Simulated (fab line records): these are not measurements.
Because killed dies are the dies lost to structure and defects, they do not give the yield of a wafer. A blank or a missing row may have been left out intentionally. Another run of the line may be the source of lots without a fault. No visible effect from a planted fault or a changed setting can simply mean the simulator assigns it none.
Shared-tool check :: flow berkeley-cmos170 :: Sampled: 14 lots, 42 wafers

WHY THIS WAS OPENED
UCB170_NVT_TW_MEAS_09, reading NVT_TW: flagged on 2 of 14 lots. Wafers without a fault read 527, standard deviation 4.4.
Rule: a lot is flagged in two cases, either no wafer of it has a number, or all its wafers with numbers fall more than 4 standard deviations from that mean. The other lots count as sound.

lot: L399
measured: day 5 03:04
on: film-metro-04
NVT_TW, wafer by wafer: 524 528 525
flag: 

lot: L401
measured: day 5 13:32
on: film-metro-03
NVT_TW, wafer by wafer: 529 525 528
flag: 

lot: L402
measured: day 5 23:37
on: film-metro-01
NVT_TW, wafer by wafer: 529 530 533
flag: 

lot: L404
measured: day 6 12:50
on: film-metro-04
NVT_TW, wafer by wafer: 527 523 525
flag: 

lot: L407
measured: day 6 22:32
on: film-metro-04
NVT_TW, wafer by wafer: 526 526 525
flag: 

lot: L406
measured: day 6 22:38
on: film-metro-01
NVT_TW, wafer by wafer: 534 531 528
flag: 

lot: L408
measured: day 6 22:53
on: film-metro-01
NVT_TW, wafer by wafer: 531 530 531
flag: 

lot: L409
measured: day 7 22:13
on: film-metro-01
NVT_TW, wafer by wafer: 531 532 534
flag: 

lot: L410
measured: day 7 22:29
on: film-metro-04
NVT_TW, wafer by wafer: 525 527 524
flag: 

lot: L412
measured: day 8 02:04
on: film-metro-03
NVT_TW, wafer by wafer: 494 492 493
flag: FLAGGED

lot: L411
measured: day 8 02:22
on: film-metro-01
NVT_TW, wafer by wafer: 530 533 530
flag: 

lot: L413
measured: day 8 14:04
on: film-metro-04
NVT_TW, wafer by wafer: 494 497 495
flag: FLAGGED

lot: L420
measured: day 9 18:02
on: film-metro-04
NVT_TW, wafer by wafer: 522 521 523
flag: 

lot: L421
measured: day 10 06:36
on: film-metro-01
NVT_TW, wafer by wafer: 532 534 531
flag: 
Average over the flagged lots: 494; offset from the usual -33, equal to -7 standard deviations.

WHICH TOOL EACH LOT WENT THROUGH
The record keeps 1 process step preceding the reading, out of 331 steps on the route. Cell contents, in order: the tool; ch with the chambers the sampled wafers went through; the start.
lot: L399
flag: 
UCB170_NVT_IMPLANT_07: implanter-03 ch 0, day 5 02:50

lot: L401
flag: 
UCB170_NVT_IMPLANT_07: implanter-01 ch 0, day 5 13:17

lot: L402
flag: 
UCB170_NVT_IMPLANT_07: implanter-04 ch 0, day 5 23:22

lot: L404
flag: 
UCB170_NVT_IMPLANT_07: implanter-01 ch 0, day 6 12:35

lot: L407
flag: 
UCB170_NVT_IMPLANT_07: implanter-03 ch 0, day 6 22:18

lot: L406
flag: 
UCB170_NVT_IMPLANT_07: implanter-04 ch 0, day 6 22:25

lot: L408
flag: 
UCB170_NVT_IMPLANT_07: implanter-01 ch 0, day 6 22:38

lot: L409
flag: 
UCB170_NVT_IMPLANT_07: implanter-01 ch 0, day 7 21:58

lot: L410
flag: 
UCB170_NVT_IMPLANT_07: implanter-04 ch 0, day 7 22:15

lot: L412
flag: FLAGGED
UCB170_NVT_IMPLANT_07: implanter-01 ch 0, day 8 01:49

lot: L411
flag: 
UCB170_NVT_IMPLANT_07: implanter-04 ch 0, day 8 02:09

lot: L413
flag: FLAGGED
UCB170_NVT_IMPLANT_07: implanter-01 ch 0, day 8 13:51

lot: L420
flag: 
UCB170_NVT_IMPLANT_07: implanter-04 ch 0, day 9 17:47

lot: L421
flag: 
UCB170_NVT_IMPLANT_07: implanter-03 ch 0, day 10 06:21
What the steps here do:
- UCB170_NVT_IMPLANT_07
- UCB170_NVT_TW_MEAS_09

FLAGGED AGAINST TOTAL, ONE TOOL AT A TIME (gauges that did the reading follow at the end)
step: UCB170_NVT_IMPLANT_07
tool: implanter-01
lots run: 6
flagged: 2
share of the flagged lots: all
sound lots run after its first flagged lot: 0

step: UCB170_NVT_IMPLANT_07
tool: implanter-03
lots run: 3
flagged: 0
share of the flagged lots: none
sound lots run after its first flagged lot: -

step: UCB170_NVT_IMPLANT_07
tool: implanter-04
lots run: 5
flagged: 0
share of the flagged lots: none
sound lots run after its first flagged lot: -

step: UCB170_NVT_TW_MEAS_09
tool: film-metro-01
lots run: 6
flagged: 0
share of the flagged lots: none
sound lots run after its first flagged lot: -

step: UCB170_NVT_TW_MEAS_09
tool: film-metro-03
lots run: 2
flagged: 1
share of the flagged lots: some
sound lots run after its first flagged lot: 0

step: UCB170_NVT_TW_MEAS_09
tool: film-metro-04
lots run: 6
flagged: 1
share of the flagged lots: some
sound lots run after its first flagged lot: 1 (L420)

WHAT IS ALLOWED BY THE TABLE
1 row of the table ran every flagged lot: implanter-01 at UCB170_NVT_IMPLANT_07.
- implanter-01 at UCB170_NVT_IMPLANT_07: 2 of its 6 lots flagged. Last sound lot L409 at day 7 21:58, first flagged lot L412 at day 8 01:49; a fault beginning in between fits. Its own readings (beam-energy-keV) fall more than 4 standard deviations out on all wafers of the flagged lots.
What remains is a single tool, implanter-01 at UCB170_NVT_IMPLANT_07.

WHAT WAS PUT IN BY THE SIMULATOR
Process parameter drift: implanter-01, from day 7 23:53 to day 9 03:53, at UCB170_NVT_IMPLANT_07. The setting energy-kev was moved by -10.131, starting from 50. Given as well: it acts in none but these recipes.
Lots struck among those shown: L412, L413. This agrees with what the rule above found.
